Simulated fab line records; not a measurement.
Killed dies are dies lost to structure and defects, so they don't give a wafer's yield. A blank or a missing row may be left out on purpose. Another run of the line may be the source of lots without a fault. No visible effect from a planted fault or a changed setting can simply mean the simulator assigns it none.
Which tool is to blame? | flow berkeley cmos170 | Sampling: 14 lots, 41 wafers, 6 of 331 route steps

## WHAT THE GAUGES SHOWED, per wafer
UCB170_PSD_OVL_MEAS_07. Usual: PSD_OVL 0 nm, standard deviation 5.6.
lot  | measured     | on         | PSD_OVL (nm) | flag
L434 | day 6 01:47  | overlay-01 | 2 -2 -5      |
L435 | day 6 06:22  | overlay-02 | -4 -1 -1     |
L437 | day 7 02:59  | overlay-01 | 15 1 9       |
L438 | day 7 03:20  | overlay-01 | 0 9 3        |
L436 | day 7 03:32  | overlay-02 | -8 -2 -6     |
L440 | day 7 10:32  | overlay-01 | -4 -6        |
L443 | day 8 09:14  | overlay-02 | 2 3 1        |
L449 | day 9 07:04  | overlay-02 | 13 -3 4      |
L451 | day 9 14:50  | overlay-01 | 1 -1 9       |
L450 | day 9 15:05  | overlay-01 | 2 1 7        |
L453 | day 10 07:27 | overlay-01 | -8 2 2       |
L455 | day 10 14:35 | overlay-01 | 1 -3 3       |
L452 | day 10 14:04 | overlay-02 | 3 -6 -6      |
L457 | day 11 04:00 | overlay-01 | -7 0 -1      |

UCB170_NSD_CD_MEAS_06 targets a cd of 1200 nm. Usual: 1199.9 nm for cd nm, sd 1.3.
lot  | measured     | on        | cd nm (nm)           | flag
L434 | day 6 05:04  | cd sem-01 | 1201.3 1200.7 1199.9 |
L435 | day 6 08:32  | cd sem-01 | 1199.4 1198.4 1199.6 |
L437 | day 7 04:44  | cd sem-01 | 1201.7 1199.5 1200.0 |
L438 | day 7 05:01  | cd sem-01 | 1201.4 1200.4 1201.2 |
L436 | day 7 05:15  | cd sem-01 | 1198.0 1198.6 1198.8 |
L440 | day 7 12:23  | cd sem-02 | 1198.7 1199.8        |
L443 | day 8 11:30  | cd sem-01 | 1200.2 1200.4 1201.0 |
L449 | day 9 11:02  | cd sem-01 | 1197.7 1198.3 1197.0 |
L451 | day 9 16:23  | cd sem-02 | 1199.0 1199.4 1198.4 |
L450 | day 9 16:37  | cd sem-01 | 1201.6 1201.3 1202.1 |
L453 | day 10 09:11 | cd sem-01 | 1197.6 1196.9 1198.5 |
L455 | day 10 16:11 | cd sem-01 | 1200.4 1200.4 1199.6 |
L452 | day 10 15:32 | cd sem-02 | 1201.0 1201.2 1201.4 |
L457 | day 11 07:02 | cd sem-02 | 1200.1 1200.1 1199.9 |

UCB170_M1_RS_MEAS_01: the measuring method here is four-point-probe. Usual: M1_AL_RS 0.0485 ohm/sq, standard deviation 0.00055.
lot  | measured     | on            | M1_AL_RS (ohm/sq)    | flag
L434 | day 6 14:10  | film metro-04 | 0.0494 0.0492 0.0488 |
L435 | day 6 17:28  | film metro-04 | 0.0480 0.0486 0.0482 |
L437 | day 7 12:31  | film metro-02 | 0.0494 0.0490 0.0485 |
L438 | day 7 13:34  | film metro-03 | 0.0481 0.0483 0.0481 |
L436 | day 7 13:50  | film metro-02 | 0.0486 0.0491 0.0488 |
L440 | day 7 20:56  | film metro-03 | 0.0903 0.0926        | OFF
L443 | day 8 18:59  | film metro-02 | 0.0922 0.0909 0.0893 | OFF
L449 | day 9 21:23  | film metro-03 | 0.0491 0.0488 0.0483 |
L451 | day 9 23:13  | film metro-03 | 0.0474 0.0485 0.0479 |
L450 | day 10 03:18 | film metro-02 | 0.0487 0.0483 0.0489 |
L453 | day 10 16:42 | film metro-03 | 0.0490 0.0487 0.0488 |
L455 | day 11 01:28 | film metro-04 | 0.0486 0.0481 0.0493 |
L452 | day 10 23:53 | film metro-04 | 0.0486 0.0486 0.0486 |
L457 | day 11 17:33 | film metro-03 | 0.0487 0.0483 0.0493 |

UCB170_M1_THK_MEAS_02: measures by xrf. Usual: M1_AL_THK 592 nm, standard deviation 7.4.
lot  | measured     | on            | M1_AL_THK (nm) | flag
L434 | day 6 14:17  | film metro-04 | 587 591 590    |
L435 | day 6 17:34  | film metro-04 | 605 596 603    |
L437 | day 7 12:38  | film metro-02 | 579 587 594    |
L438 | day 7 13:41  | film metro-03 | 595 588 595    |
L436 | day 7 13:58  | film metro-02 | 589 581 585    |
L440 | day 7 21:01  | film metro-03 | 319 312        | OFF
L443 | day 8 19:06  | film metro-02 | 315 321 327    | OFF
L449 | day 9 21:30  | film metro-03 | 580 586 590    |
L451 | day 9 23:19  | film metro-03 | 599 590 596    |
L450 | day 10 03:25 | film metro-02 | 595 598 594    |
L453 | day 10 16:48 | film metro-03 | 583 588 582    |
L455 | day 11 01:35 | film metro-04 | 593 600 582    |
L452 | day 11 00:01 | film metro-04 | 588 592 590    |
L457 | day 11 17:40 | film metro-03 | 587 598 580    |

## WHAT TOOL EACH LOT RAN ON (gives the tool, then ch and the chambers of the sampled wafers, and finally the start)
lot  | UCB170_PLDD_STRIP_10                 | UCB170_M1_SPUTTER_00
L434 | plasma asher-03 ch 0,1, day 5 16:28  | pvd sputter-01, day 6 14:05
L435 | plasma asher-03 ch 0,1, day 5 21:28  | pvd sputter-04, day 6 17:22
L437 | plasma asher-03 ch 0,1, day 6 19:39  | pvd sputter-01, day 7 12:27
L438 | plasma asher-01 ch 0,1, day 6 19:49  | pvd sputter-03, day 7 13:30
L436 | plasma asher-04 ch 0,1, day 6 19:57  | pvd sputter-01, day 7 13:47
L440 | plasma asher-04 ch 0,1, day 7 01:41  | pvd sputter-03, day 7 20:50
L443 | plasma asher-03 ch 0,1, day 8 01:45  | pvd sputter-03, day 8 18:54
L449 | plasma asher-03 ch 0,1, day 8 21:16  | pvd sputter-04, day 9 21:19
L451 | plasma asher-04 ch 0,1, day 9 05:23  | pvd sputter-01, day 9 23:08
L450 | plasma asher-04 ch 0,1, day 9 05:49  | pvd sputter-04, day 10 03:13
L453 | plasma asher-01 ch 0,1, day 9 23:41  | pvd sputter-01, day 10 16:36
L455 | plasma asher-03 ch 0,1, day 10 04:47 | pvd sputter-01, day 11 01:24
L452 | plasma asher-04 ch 0,1, day 10 05:03 | pvd sputter-04, day 10 23:50
L457 | plasma asher-04 ch 0,1, day 10 21:23 | pvd sputter-04, day 11 17:29
- UCB170_PLDD_STRIP_10: strips in O2.
- UCB170_M1_SPUTTER_00: material Al, target thk 600 nm, time 80 s.

## WHAT THE TOOLS THEMSELVES READ (means of the sampled wafers that have a number; where no wafer has one, the mark that the record gives instead)
UCB170_PLDD_STRIP_10. Usual: drypump motor current A 6.0 A, standard deviation 0.61; oes product au 0.734 a.u., standard deviation 0.0045; strip time to endpoint s 21.63 s, standard deviation 0.064.
lot  | tool            | drypump motor current A (A) | oes product au (a.u.) | strip time to endpoint s (s) | flag
L434 | plasma asher-03 | 5.6                         | 0.732                 | 21.63                        |
L435 | plasma asher-03 | 5.7                         | 0.733                 | 21.63                        |
L437 | plasma asher-03 | 5.7                         | 0.738                 | 21.56                        |
L438 | plasma asher-01 | 5.4                         | 0.736                 | 21.56                        |
L436 | plasma asher-04 | 6.2                         | 0.736                 | 21.55                        |
L440 | plasma asher-04 | 6.2                         | 0.735                 | 21.68                        |
L443 | plasma asher-03 | 6.2                         | 0.736                 | 21.64                        |
L449 | plasma asher-03 | 6.2                         | 0.737                 | 21.74                        |
L451 | plasma asher-04 | 6.2                         | 0.731                 | 21.72                        |
L450 | plasma asher-04 | 6.3                         | 0.730                 | 21.65                        |
L453 | plasma asher-01 | 5.3                         | 0.734                 | 21.64                        |
L455 | plasma asher-03 | 5.6                         | 0.731                 | 21.71                        |
L452 | plasma asher-04 | 6.2                         | 0.737                 | 21.58                        |
L457 | plasma asher-04 | 6.3                         | 0.731                 | 21.52                        |

UCB170_M1_SPUTTER_00. Usual: 29.6 % for throttle valve pct, sd 1.1.
lot  | tool           | throttle valve pct (%) | flag
L434 | pvd sputter-01 | 29.5                   |
L435 | pvd sputter-04 | 30.4                   |
L437 | pvd sputter-01 | 28.9                   |
L438 | pvd sputter-03 | 29.2                   |
L436 | pvd sputter-01 | 28.8                   |
L440 | pvd sputter-03 | 29.6                   |
L443 | pvd sputter-03 | 29.8                   |
L449 | pvd sputter-04 | 29.5                   |
L451 | pvd sputter-01 | 30.6                   |
L450 | pvd sputter-04 | 29.6                   |
L453 | pvd sputter-01 | 30.6                   |
L455 | pvd sputter-01 | 28.7                   |
L452 | pvd sputter-04 | 29.5                   |
L457 | pvd sputter-04 | 29.6                   |

## THE ANSWER, worked out from the rows above alone
Rule: take the mean of a lot's wafers that have a number; if it is more than 3 standard deviations from the usual mean, the lot is off. A lot without any number at a reading at which 4 lots or more have one is off too. All remaining lots with rows at the step are treated as sound. Order of review: gauges by route order, followed by the tools' own readings, for which a lot's mean as printed above is used. At the first step where some lot is off, the reading lying furthest off is the one used; lots without a number count as furthest.
Off: L440, L443, at UCB170_M1_RS_MEAS_01 (M1_AL_RS).
A tool fits if, at a process step before that reading, it ran every lot that is off, and no sound lot after the first of them. Those tools and the gauges at UCB170_M1_RS_MEAS_01 are tried in the same way. One fits: UCB170_M1_SPUTTER_00 on pvd sputter-03. A fault onset in the window from L438 (day 7 13:30, its last sound lot) to L440 (day 7 20:50, its first lot off) fits.

## WHAT THE SIMULATOR HAD PUT IN
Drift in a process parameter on pvd sputter-03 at UCB170_M1_SPUTTER_00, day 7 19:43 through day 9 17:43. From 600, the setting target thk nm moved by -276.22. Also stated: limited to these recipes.
Lots struck among those shown: L440, L443. This agrees with what the rule above found.
